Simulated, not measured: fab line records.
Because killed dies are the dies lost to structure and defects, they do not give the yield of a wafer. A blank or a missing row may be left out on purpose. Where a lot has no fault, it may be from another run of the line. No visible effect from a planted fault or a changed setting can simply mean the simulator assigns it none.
Which tool did it? + flow berkeleyCmos170 + 13 lots with 39 wafers sampled at 4 steps, on a route of 331 steps

WHAT EACH GAUGE READ, for each wafer
UCB170_M1_OVL_MEAS_10.
| lot  | measured     | on         | M1_OVL (nm) |
|------|--------------|------------|-------------|
| L175 | day 6 22:07  | overlay-02 | -1 5 14     |
| L176 | day 7 12:42  | overlay-01 | 1 1 -5      |
| L177 | day 7 12:44  | overlay-02 | -2 -3 -3    |
| L178 | day 7 14:17  | overlay-01 | -2 -6 -9    |
| L184 | day 8 19:54  | overlay-01 | 0 0 5       |
| L187 | day 9 16:14  | overlay-02 | 4 8 9       |
| L189 | day 10 08:07 | overlay-01 | 6 -2 -3     |
| L191 | day 10 19:30 | overlay-01 | -1 -2 -3    |
| L193 | day 10 20:04 | overlay-01 | -2 4 -2     |
| L194 | day 11 04:58 | overlay-01 | 1 2 5       |
| L195 | day 11 05:42 | overlay-01 | 2 1 5       |
| L196 | day 11 16:22 | overlay-02 | 7 -4 8      |
| L197 | day 12 06:22 | overlay-02 | -2 5 0      |

UCB170_M1_CD_MEAS_90: target cd 700 nm.
| lot  | measured     | on       | cdNm (nm)         |
|------|--------------|----------|-------------------|
| L175 | day 6 22:26  | cdSem-01 | 700.9 700.9 698.9 |
| L176 | day 7 13:01  | cdSem-01 | 700.3 704.1 701.1 |
| L177 | day 7 13:05  | cdSem-02 | 698.9 699.3 698.9 |
| L178 | day 7 14:36  | cdSem-01 | 701.1 700.4 701.7 |
| L184 | day 8 20:15  | cdSem-01 | 702.8 708.1 700.0 |
| L187 | day 9 16:34  | cdSem-01 | 699.4 699.0 700.4 |
| L189 | day 10 08:27 | cdSem-02 | 701.0 701.3 701.4 |
| L191 | day 10 19:49 | cdSem-02 | 702.1 702.7 701.9 |
| L193 | day 10 20:25 | cdSem-02 | 702.5 701.9 703.6 |
| L194 | day 11 05:18 | cdSem-01 | 701.2 699.2 701.1 |
| L195 | day 11 06:01 | cdSem-01 | 700.4 698.8 700.0 |
| L196 | day 11 16:40 | cdSem-02 | 699.4 697.4 699.7 |
| L197 | day 12 06:40 | cdSem-01 | 697.7 699.6 698.8 |

UCB170_V1_BOW_MEAS_03.
| lot  | measured     | on           | V1_BOW (um) |
|------|--------------|--------------|-------------|
| L175 | day 7 03:22  | filmMetro-02 | 21 19 16    |
| L176 | day 7 19:07  | filmMetro-04 | 12 11 7     |
| L177 | day 7 19:43  | filmMetro-04 | 18 15 9     |
| L178 | day 7 19:25  | filmMetro-02 | 15 17 11    |
| L184 | day 9 01:51  | filmMetro-04 | 28 17 25    |
| L187 | day 9 21:23  | filmMetro-03 | 19 25 26    |
| L189 | day 10 12:29 | filmMetro-02 | 16 14 -2    |
| L191 | day 11 00:41 | filmMetro-02 | 24 15 22    |
| L193 | day 11 00:44 | filmMetro-03 | 10 19 23    |
| L194 | day 11 09:13 | filmMetro-04 | 17 23 25    |
| L195 | day 11 09:22 | filmMetro-02 | 30 5 22     |
| L196 | day 11 21:25 | filmMetro-02 | 20 18 20    |
| L197 | day 12 11:22 | filmMetro-02 | 22 10 5     |

WHICH TOOL RAN EACH LOT (tool, then ch and the chambers of the sampled wafers, then the start)
| lot  | UCB170_M1_METAL_ETCH_12          |
|------|----------------------------------|
| L175 | rieMetal-02 ch 0,1, day 6 22:11  |
| L176 | rieMetal-04 ch 0,1, day 7 12:47  |
| L177 | rieMetal-02 ch 0,1, day 7 12:49  |
| L178 | rieMetal-04 ch 0,1, day 7 14:22  |
| L184 | rieMetal-04 ch 0,1, day 8 20:00  |
| L187 | rieMetal-02 ch 0,1, day 9 16:19  |
| L189 | rieMetal-01 ch 0,1, day 10 08:11 |
| L191 | rieMetal-01 ch 0,1, day 10 19:35 |
| L193 | rieMetal-02 ch 0,1, day 10 20:11 |
| L194 | rieMetal-01 ch 1, day 11 05:03   |
| L195 | rieMetal-02 ch 0,1, day 11 05:46 |
| L196 | rieMetal-01 ch 0,1, day 11 16:26 |
| L197 | rieMetal-04 ch 0,1, day 12 06:26 |
- UCB170_M1_METAL_ETCH_12: etches Al in Cl2/BCl3, stops on PSG, target depth 780 nm, time 130 s.

WHAT THE TOOLS THEMSELVES READ (means of the sampled wafers that have a number; where no wafer has one, the mark that the record gives instead)
UCB170_M1_METAL_ETCH_12.
| lot  | tool        | drypumpMotorCurrentA (A) | oesProductAu (a.u.) | throttleValvePct (%) |
|------|-------------|--------------------------|---------------------|----------------------|
| L175 | rieMetal-02 | 5.7                      | 0.862               | 24.58                |
| L176 | rieMetal-04 | 5.4                      | 0.833               | 24.32                |
| L177 | rieMetal-02 | 5.7                      | 0.854               | 24.58                |
| L178 | rieMetal-04 | 5.7                      | 0.837               | 24.38                |
| L184 | rieMetal-04 | 5.7                      | 0.842               | 24.38                |
| L187 | rieMetal-02 | 5.6                      | 0.861               | 24.50                |
| L189 | rieMetal-01 | 5.2                      | 0.845               | 24.32                |
| L191 | rieMetal-01 | 5.2                      | 0.838               | 24.33                |
| L193 | rieMetal-02 | 5.7                      | 0.856               | 24.57                |
| L194 | rieMetal-01 | 5.0                      | 0.840               | 24.30                |
| L195 | rieMetal-02 | 5.6                      | 0.854               | 24.50                |
| L196 | rieMetal-01 | 5.2                      | 0.836               | 24.33                |
| L197 | rieMetal-04 | 5.7                      | 0.841               | 24.38                |

THE ANSWER, worked out from the rows above alone
Rule: what is usual is taken from the lots themselves. The widest of any qualifying gaps counts: lots, ordered by their means at a reading, are off when they make up no more than a third of the lots, leave a main group of 4 or more, and stand apart from it by 3 or more times the standard deviation of that group's means. If all means in a main group match to the digits the tables above print for the reading, that group is not used. Also off: a lot with no number at a reading for which 4 or more lots have one. Any other lot the step has rows for is counted as sound. The gauges are gone through in route order, then the tools' own readings, and for those a lot's mean is taken as printed above. At the first step where some lot is off, the reading lying furthest off is the one used; lots without a number count as furthest.
Across all readings shown, no lot is off: no conclusion can be drawn from this.

WHAT THE SIMULATOR PUT IN
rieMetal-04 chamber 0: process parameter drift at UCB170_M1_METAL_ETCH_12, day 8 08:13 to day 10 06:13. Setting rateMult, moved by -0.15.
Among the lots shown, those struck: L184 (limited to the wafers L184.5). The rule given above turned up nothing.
